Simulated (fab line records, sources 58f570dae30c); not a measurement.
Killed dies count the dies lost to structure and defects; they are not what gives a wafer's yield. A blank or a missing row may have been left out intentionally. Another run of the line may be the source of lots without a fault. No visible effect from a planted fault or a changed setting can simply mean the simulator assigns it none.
fab line records ; flow berkeley_cmos170
[record] lots = 15; wafers = 45; last_day = 14
route steps=331 shown M1@238 V2@302
lots that met no fault: taken from a fault-free run of the same line
start_h: hours from the record's first day to the start of the lot's first wafer shown ; wait_h: how many hours have passed since the lot's step before this one ; " unchanged from the row above ; L1.1+2: a row that stands for several wafers ; - no value, or no start given ; * or withheld: withheld ; < > ~ a bound
route shown NAME@n: NAME is a module with steps in the file, n the number in the route of the first one ; usual: mean/standard deviation of fault-free wafers ; same: alike in all rows ; chamber/n: place in a boat ; sites: each site's reading ; _std_site: how widely they spread, as a standard deviation ; _edge_site: the outer-site mean with the inner-site mean subtracted ; radius_mm: for every site, how far away it sits from the centre of the wafer ; mask NAME#n: copy n ; behind: tool/chamber where the wafer was last shaped ; hold: the reason the lot was held/the length of the hold in hours/how it ended ; device: the transistor (n, p or np) that didn't switch ; end of line: the route-end tests of the same wafers ; a step given without rows: its recipe and nothing more ; killed: dies lost to structure and defects at the first sort, not the wafer's yield ; map: shows each die of a wafer: x if killed, . if not, _ if none is there
set.NAME: the run value of the setting; set.NAME@STEP: its run value at that earlier step ; model.NAME: the simulator's own value behind a step, which no gauge read
steps of the route over a sample of lots; a table a step, a row a wafer
services: from which hour (start_h, from the record's first day; less than 0 if before it) a tool's chamber was out of use, for how many hours, and why
[[steps]]
[step UCB170_M1_SPUTTER_00]
[recipe] material = Al; target_thk_nm = 600; time_s = 80; power_w = 6000; chamber_pressure_pa = 0.5
[usual] throttle_valve_pct = 30.0/0.76
lot.wafer;tool;chamber;start_h;wait_h;throttle_valve_pct
L776.1;pvd_sputter-02;-;182.00;0.0;29.8
L776.2;pvd_sputter-02;-;182.00;0.0;28.7
L776.3;pvd_sputter-02;-;182.00;0.0;30.4
L780.1;pvd_sputter-03;-;217.16;0.0;29.0
L780.2;pvd_sputter-03;-;217.16;0.0;30.3
L780.5;pvd_sputter-03;-;217.16;0.0;30.6
L781.1;pvd_sputter-02;-;217.48;0.0;28.6
L781.5;pvd_sputter-02;-;217.48;0.0;28.7
L781.6;pvd_sputter-02;-;217.48;0.0;30.4
L778.1;pvd_sputter-01;-;219.02;0.0;30.0
L778.2;pvd_sputter-01;-;219.02;0.0;30.6
L778.4;pvd_sputter-01;-;219.02;0.0;30.7
L779.1;pvd_sputter-03;-;219.29;0.0;28.7
L779.2;pvd_sputter-03;-;219.29;0.0;29.0
L779.4;pvd_sputter-03;-;219.29;0.0;30.6
L783.2;pvd_sputter-02;-;234.34;0.0;30.3
L783.4;pvd_sputter-02;-;234.34;0.0;28.8
L783.5;pvd_sputter-02;-;234.34;0.0;29.0
L782.4;pvd_sputter-01;-;235.34;0.0;29.6
L782.5;pvd_sputter-01;-;235.34;0.0;29.8
L782.6;pvd_sputter-01;-;235.34;0.0;30.4
L786.2;pvd_sputter-02;-;256.30;0.0;30.2
L786.3;pvd_sputter-02;-;256.30;0.0;30.3
L786.5;pvd_sputter-02;-;256.30;0.0;29.9
L791.1;pvd_sputter-02;-;285.79;0.0;30.0
L791.2;pvd_sputter-02;-;285.79;0.0;30.2
L791.3;pvd_sputter-02;-;285.79;0.0;30.3
L790.2;pvd_sputter-03;-;286.32;0.0;30.6
L790.4;pvd_sputter-03;-;286.32;0.0;29.1
L790.5;pvd_sputter-03;-;286.32;0.0;30.6
L792.1;pvd_sputter-01;-;286.47;0.0;31.1
L792.5;pvd_sputter-01;-;286.47;0.0;30.9
L792.6;pvd_sputter-01;-;286.47;0.0;30.8
L794.3;pvd_sputter-02;-;309.97;0.0;28.9
L794.5;pvd_sputter-02;-;309.97;0.0;30.2
L794.6;pvd_sputter-02;-;309.97;0.0;28.7
L796.1;pvd_sputter-03;-;323.53;0.0;30.5
L796.2;pvd_sputter-03;-;323.53;0.0;28.4
L796.3;pvd_sputter-03;-;323.53;0.0;29.2
L799.1;pvd_sputter-01;-;325.98;0.0;29.8
L799.2;pvd_sputter-01;-;325.98;0.0;30.5
L799.4;pvd_sputter-01;-;325.98;0.0;31.0
L798.3;pvd_sputter-02;-;328.57;0.0;30.1
L798.5;pvd_sputter-02;-;328.57;0.0;28.7
L798.6;pvd_sputter-02;-;328.57;0.0;30.5
[step UCB170_M1_CD_MEAS_09]
[recipe] target_cd_nm = 700
[usual] cd_nm = 700.3/1.4
lot.wafer;tool;chamber;start_h;wait_h;cd_nm
L776.1;cd_sem-02;-;183.21;-;701.2
L776.2;cd_sem-02;-;183.21;-;702.0
L776.3;cd_sem-02;-;183.21;-;701.2
L780.1;cd_sem-02;-;218.24;-;700.7
L780.2;cd_sem-02;-;218.24;-;701.3
L780.5;cd_sem-02;-;218.24;-;700.8
L781.1;cd_sem-02;-;218.56;-;700.2
L781.5;cd_sem-02;-;218.56;-;698.9
L781.6;cd_sem-02;-;218.56;-;699.4
L778.1;cd_sem-02;-;220.13;-;698.7
L778.2;cd_sem-02;-;220.13;-;698.7
L778.4;cd_sem-02;-;220.13;-;698.3
L779.1;cd_sem-01;-;220.50;-;701.7
L779.2;cd_sem-01;-;220.50;-;701.0
L779.4;cd_sem-01;-;220.50;-;701.1
L783.2;cd_sem-02;-;235.60;-;699.9
L783.4;cd_sem-02;-;235.60;-;700.8
L783.5;cd_sem-02;-;235.60;-;701.3
L782.4;cd_sem-02;-;236.61;-;701.2
L782.5;cd_sem-02;-;236.61;-;700.4
L782.6;cd_sem-02;-;236.61;-;700.3
L786.2;cd_sem-02;-;257.41;-;700.3
L786.3;cd_sem-02;-;257.41;-;699.5
L786.5;cd_sem-02;-;257.41;-;699.2
L791.1;cd_sem-02;-;287.93;-;700.9
L791.2;cd_sem-02;-;287.93;-;699.8
L791.3;cd_sem-02;-;287.93;-;701.1
L790.2;cd_sem-02;-;288.23;-;701.5
L790.4;cd_sem-02;-;288.23;-;701.0
L790.5;cd_sem-02;-;288.23;-;700.3
L792.1;cd_sem-01;-;288.90;-;700.4
L792.5;cd_sem-01;-;288.90;-;700.8
L792.6;cd_sem-01;-;288.90;-;701.5
L794.3;cd_sem-01;-;311.91;-;700.3
L794.5;cd_sem-01;-;311.91;-;701.8
L794.6;cd_sem-01;-;311.91;-;701.6
L796.1;cd_sem-02;-;325.79;-;701.5
L796.2;cd_sem-02;-;325.79;-;701.6
L796.3;cd_sem-02;-;325.79;-;700.0
L799.1;cd_sem-02;-;327.41;-;702.2
L799.2;cd_sem-02;-;327.41;-;700.6
L799.4;cd_sem-02;-;327.41;-;701.1
L798.3;cd_sem-02;-;329.69;-;701.4
L798.5;cd_sem-02;-;329.69;-;699.8
L798.6;cd_sem-02;-;329.69;-;700.4
[step UCB170_M1_STRIP_13]
[recipe] chemistry = O2; power_w = 400; pressure_mtorr = 3500; platen_temp_c = withheld; o2_flow_sccm = 400; overash_fraction = 0.5
[usual] drypump_motor_current_A = 5.8/0.35; oes_product_au = 0.720/0.0044
lot.wafer;tool;chamber;start_h;wait_h;drypump_motor_current_A;oes_product_au;rf_hours_counter_h
L776.1;plasma_asher-04;0;183.54;0.1;5.4;0.721;46
L776.2;plasma_asher-04;1;183.54;0.1;5.5;0.725;46
L776.3;plasma_asher-04;0;183.54;0.1;5.4;0.724;-
L780.1;plasma_asher-02;1;218.57;0.1;5.6;0.720;45
L780.2;plasma_asher-02;0;218.57;0.1;5.9;0.708;45
L780.5;plasma_asher-02;1;218.57;0.1;5.6;0.712;-
L781.1;plasma_asher-04;1;218.90;0.1;5.5;0.711;50
L781.5;plasma_asher-04;1;218.90;0.1;5.5;0.721;-
L781.6;plasma_asher-04;0;218.90;0.1;5.4;0.720;-
L778.1;plasma_asher-04;0;220.46;0.1;5.4;0.723;50
L778.2;plasma_asher-04;1;220.46;0.1;5.5;0.716;50
L778.4;plasma_asher-04;0;220.46;0.1;5.4;0.718;-
L779.1;plasma_asher-02;0;220.83;0.1;5.9;0.725;45
L779.2;plasma_asher-02;1;220.83;0.1;5.6;0.714;45
L779.4;plasma_asher-02;1;220.83;0.1;5.7;0.714;-
L783.2;plasma_asher-03;1;235.91;0.1;6.4;0.724;11
L783.4;plasma_asher-03;0;235.91;0.1;5.6;0.720;-
L783.5;plasma_asher-03;0;235.91;0.1;5.6;0.721;-
L782.4;plasma_asher-04;1;236.91;0.1;5.5;0.724;-
L782.5;plasma_asher-04;0;236.91;0.1;5.4;0.718;-
L782.6;plasma_asher-04;1;236.91;0.1;5.5;0.717;-
L786.2;plasma_asher-02;1;257.72;0.1;5.6;0.724;48
L786.3;plasma_asher-02;1;257.72;0.1;5.6;0.722;-
L786.5;plasma_asher-02;0;257.72;0.1;5.9;0.713;-
L791.1;plasma_asher-03;0;288.31;0.1;5.6;0.716;18
L791.2;plasma_asher-03;1;288.31;0.1;6.5;0.723;18
L791.3;plasma_asher-03;0;288.31;0.1;5.6;0.721;-
L790.2;plasma_asher-02;1;288.54;0.1;5.7;0.723;53
L790.4;plasma_asher-02;0;288.54;0.1;5.9;0.730;-
L790.5;plasma_asher-02;0;288.54;0.1;5.9;0.721;-
L792.1;plasma_asher-03;1;289.23;0.1;6.4;0.725;18
L792.5;plasma_asher-03;0;289.23;0.1;5.6;0.720;-
L792.6;plasma_asher-03;1;289.23;0.1;6.4;0.718;-
L794.3;plasma_asher-03;0;312.24;0.1;5.6;0.719;-
L794.5;plasma_asher-03;0;312.24;0.1;5.5;0.718;-
L794.6;plasma_asher-03;1;312.24;0.1;6.4;0.720;-
L796.1;plasma_asher-02;0;326.25;0.2;5.9;0.716;58
L796.2;plasma_asher-02;1;326.25;0.2;5.6;0.716;58
L796.3;plasma_asher-02;0;326.25;0.2;5.9;0.719;-
L799.1;plasma_asher-02;0;327.74;0.1;5.9;0.720;59
L799.2;plasma_asher-02;1;327.74;0.1;5.6;0.719;59
L799.4;plasma_asher-02;1;327.74;0.1;5.7;0.717;-
L798.3;plasma_asher-02;0;330.15;0.2;5.9;0.717;-
L798.5;plasma_asher-02;1;330.15;0.2;5.7;0.722;-
L798.6;plasma_asher-02;0;330.15;0.2;5.9;0.714;-
[step UCB170_V2_PEB_10]
[recipe] peb_temp_c = 130; peb_time_s = withheld; resist = KrF
[usual] chill_plate_temp_C = 23.02/0.12; exhaust_pa = 44.9/0.93; resist_line_temp_C = 22.99/0.098
lot.wafer;tool;chamber;start_h;wait_h;chill_plate_temp_C;exhaust_pa;resist_line_temp_C
L776.1;litho_track-04;0;191.59;0.1;23.25;44.5;22.93
L776.2;litho_track-04;0;191.59;0.1;23.11;45.4;23.07
L776.3;litho_track-04;0;191.59;0.1;23.01;44.9;22.96
L780.1;litho_track-02;0;231.61;0.8;23.21;44.1;22.89
L780.2;litho_track-02;0;231.61;0.8;23.26;44.3;22.89
L780.5;litho_track-02;0;231.61;0.8;23.19;44.0;22.94
L779.1;litho_track-03;0;231.69;0.6;22.87;44.4;23.03
L779.2;litho_track-03;0;231.69;0.6;23.00;45.9;22.96
L779.4;litho_track-03;0;231.69;0.6;23.05;43.9;22.96
L781.1;litho_track-02;0;231.89;0.2;23.15;46.1;22.89
L781.5;litho_track-02;0;231.89;0.2;23.00;46.7;22.88
L781.6;litho_track-02;0;231.89;0.2;23.08;45.6;23.09
L778.1;litho_track-02;0;232.16;0.2;23.14;43.4;23.05
L778.2;litho_track-02;0;232.16;0.2;23.06;45.0;23.03
L778.4;litho_track-02;0;232.16;0.2;23.23;45.0;23.15
L783.2;litho_track-03;-;247.14;0.1;-;-;-
L783.4;litho_track-03;-;247.14;0.1;-;-;-
L783.5;litho_track-03;-;247.14;0.1;-;-;-
L782.4;litho_track-04;-;247.89;0.1;-;-;-
L782.5;litho_track-04;-;247.89;0.1;-;-;-
L782.6;litho_track-04;-;247.89;0.1;-;-;-
L786.2;litho_track-04;-;269.83;0.4;-;-;-
L786.3;litho_track-04;-;269.83;0.4;-;-;-
L786.5;litho_track-04;-;269.83;0.4;-;-;-
L791.1;litho_track-04;0;296.77;0.1;23.13;43.6;22.88
L791.2;litho_track-04;0;296.77;0.1;23.19;44.7;23.07
L791.3;litho_track-04;0;296.77;0.1;23.06;46.0;23.09
L790.2;litho_track-04;0;298.43;0.1;23.02;44.7;22.93
L790.4;litho_track-04;0;298.43;0.1;23.20;45.5;23.19
L790.5;litho_track-04;0;298.43;0.1;23.09;45.4;23.08
L792.1;litho_track-03;0;298.96;0.5;22.98;44.4;23.05
L792.5;litho_track-03;0;298.96;0.5;23.25;43.7;23.06
L792.6;litho_track-03;0;298.96;0.5;23.12;45.4;23.03
L794.3;litho_track-03;0;326.91;0.6;23.05;45.2;23.08
L794.5;litho_track-03;0;326.91;0.6;23.08;46.6;23.12
L794.6;litho_track-03;0;326.91;0.6;23.12;45.9;23.05
L796.1;litho_track-04;0;339;-;23.27;42.9;22.94
L796.2;litho_track-04;0;339;-;23.10;44.0;23.01
L796.3;litho_track-04;0;339;-;23.08;45.1;23.11
L799.1;litho_track-02;0;341;-;22.97;47.3;22.86
L799.2;litho_track-02;0;341;-;22.90;46.1;22.91
L799.4;litho_track-02;0;341;-;22.90;47.0;22.98
L798.3;litho_track-04;0;343.25;0.1;23.07;45.7;23.00
L798.5;litho_track-04;0;343.25;0.1;22.97;46.2;23.05
L798.6;litho_track-04;0;343.25;0.1;22.97;45.0;22.98
[[services]]
tool;chamber;start_h;hours;kind
plasma_asher-02;-;231.04;4.2;repair
pvd_sputter-02;-;249.91;5.8;repair
pvd_sputter-02;-;256.41;6.7;repair
pvd_sputter-02;-;280.51;3.5;repair
plasma_asher-03;-;318.77;1.4;repair
pvd_sputter-01;-;331.85;1.8;repair
[[key]]
[first_sign] step = UCB170_V2_PEB_10; reading = tool_record; direction = missing
effect none on later readings
met_at UCB170_V2_PEB_10
struck_lots L782,L783,L786
later_rows_left_out L782.4,L782.5,L782.6,L783.2,L783.4,L783.5,L786.2,L786.3,L786.5
sort_left_out L782.4,L782.5,L782.6,L783.2,L783.4,L783.5,L786.2,L786.3,L786.5
not_acting_at UCB170_M1_SPUTTER_00,UCB170_M1_CD_MEAS_09,UCB170_M1_STRIP_13
onset_between 231.69 247.14
[fault] kind = skipped_step_whole; tool = litho_track-03,litho_track-04; chamber = -; onset_h = 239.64; steps = UCB170_V2_PEB_10; scope = struck_lots_only
// sort_left_out: the simulated sort isn't trusted on such a fault, so these wafers' sort isn't shown, and their yield isn't known
// later_rows_left_out: the simulator's readings of these wafers behind a module that went badly wrong aren't trusted and aren't shown, but for the sort
